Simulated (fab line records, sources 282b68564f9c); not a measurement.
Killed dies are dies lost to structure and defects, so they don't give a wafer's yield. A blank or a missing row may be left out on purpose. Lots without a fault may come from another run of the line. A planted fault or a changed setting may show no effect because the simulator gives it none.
Tool commonality check | flow rit_cmos | 15 lots, 54 wafers sampled

WHY IT WAS OPENED
At RIT_PLDD_TW_MEAS_10 the reading PLDD_TW is flagged on 3 of 15 lots. Wafers without a fault read 2359, standard deviation 12.
Rule: a lot is flagged when every wafer of it that has a number lies more than 4 standard deviations from that mean, or none has a number. The other lots count as sound.

lot  | measured    | on            | PLDD_TW, wafer by wafer | flag
L341 | day 2 22:23 | film_metro-02 | 2356 2356 2351          |
L342 | day 3 00:28 | film_metro-03 | 2387 2367 2371          |
L343 | day 3 07:11 | film_metro-01 | 2339 2340 2339          |
L344 | day 3 10:37 | film_metro-02 | 2345 2352 2352          |
L345 | day 3 16:59 | film_metro-02 | 2349 2346 2359          |
L346 | day 3 21:04 | film_metro-03 | 2359 2367 2364          |
L347 | day 4 00:39 | film_metro-03 | 2380 2383 2354          |
L348 | day 4 07:15 | film_metro-02 | 2362 2379 2364          |
L351 | day 4 21:08 | film_metro-03 | 2360 2353 2365          |
L352 | day 5 02:23 | film_metro-01 | 30 30 30 30 30 30       | FLAGGED
L353 | day 5 06:43 | film_metro-03 | 30 30 30 30 30 30       | FLAGGED
L354 | day 5 13:10 | film_metro-02 | 30 30 30 30 30 30       | FLAGGED
L359 | day 6 13:44 | film_metro-03 | 2362 2356 2360          |
L360 | day 6 19:43 | film_metro-01 | 2348 2343 2343          |
L361 | day 7 00:45 | film_metro-02 | 2365 2356 2367          |
The numbers of the flagged lots are 30 on average: -2329 against the usual, or -99 or more standard deviations.

WHICH TOOL RAN EACH LOT
The record holds 1 process step before the reading, out of a route of 202 steps. In each cell: the tool, then ch and the chambers that the sampled wafers went through, then the start.
lot  | flag    | RIT_PLDD_DEVELOP_05
L341 |         | litho_track-04 ch 0, day 2 21:00
L342 |         | litho_track-02 ch 0, day 2 23:00
L343 |         | litho_track-02 ch 0, day 3 06:00
L344 |         | litho_track-04 ch 0, day 3 09:00
L345 |         | litho_track-01 ch 0, day 3 16:00
L346 |         | litho_track-02 ch 0, day 3 20:00
L347 |         | litho_track-02 ch 0, day 4 00:00
L348 |         | litho_track-01 ch 0, day 4 06:00
L351 |         | litho_track-02 ch 0, day 4 20:00
L352 | FLAGGED | litho_track-02 ch 0, day 5 01:00
L353 | FLAGGED | litho_track-02 ch 0, day 5 06:00
L354 | FLAGGED | litho_track-02 ch 0, day 5 12:00
L359 |         | litho_track-01 ch 0, day 6 13:00
L360 |         | litho_track-04 ch 0, day 6 19:00
L361 |         | litho_track-01 ch 0, day 7 00:00
What these steps do:
- RIT_PLDD_DEVELOP_05: develop time 50 s.
- RIT_PLDD_TW_MEAS_10

FLAGGED OVER TOTAL, TOOL BY TOOL (the gauges that took the reading come last)
step                | tool           | lots run | flagged | share of the flagged lots | sound lots run after its first flagged lot
RIT_PLDD_DEVELOP_05 | litho_track-01 | 4        | 0       | none                      | -
RIT_PLDD_DEVELOP_05 | litho_track-02 | 8        | 3       | all                       | 0
RIT_PLDD_DEVELOP_05 | litho_track-04 | 3        | 0       | none                      | -
RIT_PLDD_TW_MEAS_10 | film_metro-01  | 3        | 1       | some                      | 1 (L360)
RIT_PLDD_TW_MEAS_10 | film_metro-02  | 6        | 1       | some                      | 1 (L361)
RIT_PLDD_TW_MEAS_10 | film_metro-03  | 6        | 1       | some                      | 1 (L359)

WHAT THE TABLE ALLOWS
1 row of the table ran every flagged lot: litho_track-02 at RIT_PLDD_DEVELOP_05.
- litho_track-02 at RIT_PLDD_DEVELOP_05: 3 of its 8 lots flagged. Its last sound lot is L351 (day 4 20:00), its first flagged lot L352 (day 5 01:00): a fault that began between those two fits.
One tool is left: litho_track-02 at RIT_PLDD_DEVELOP_05.

WHAT THE SIMULATOR HAD PUT IN
Process parameter drift: litho_track-02, from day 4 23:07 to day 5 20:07, at RIT_PLDD_DEVELOP_05. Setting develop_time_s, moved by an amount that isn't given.
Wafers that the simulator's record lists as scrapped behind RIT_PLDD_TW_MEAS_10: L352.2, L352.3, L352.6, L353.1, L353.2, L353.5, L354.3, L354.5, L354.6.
Lots struck among those shown: L352, L353, L354. The rule above found the same.
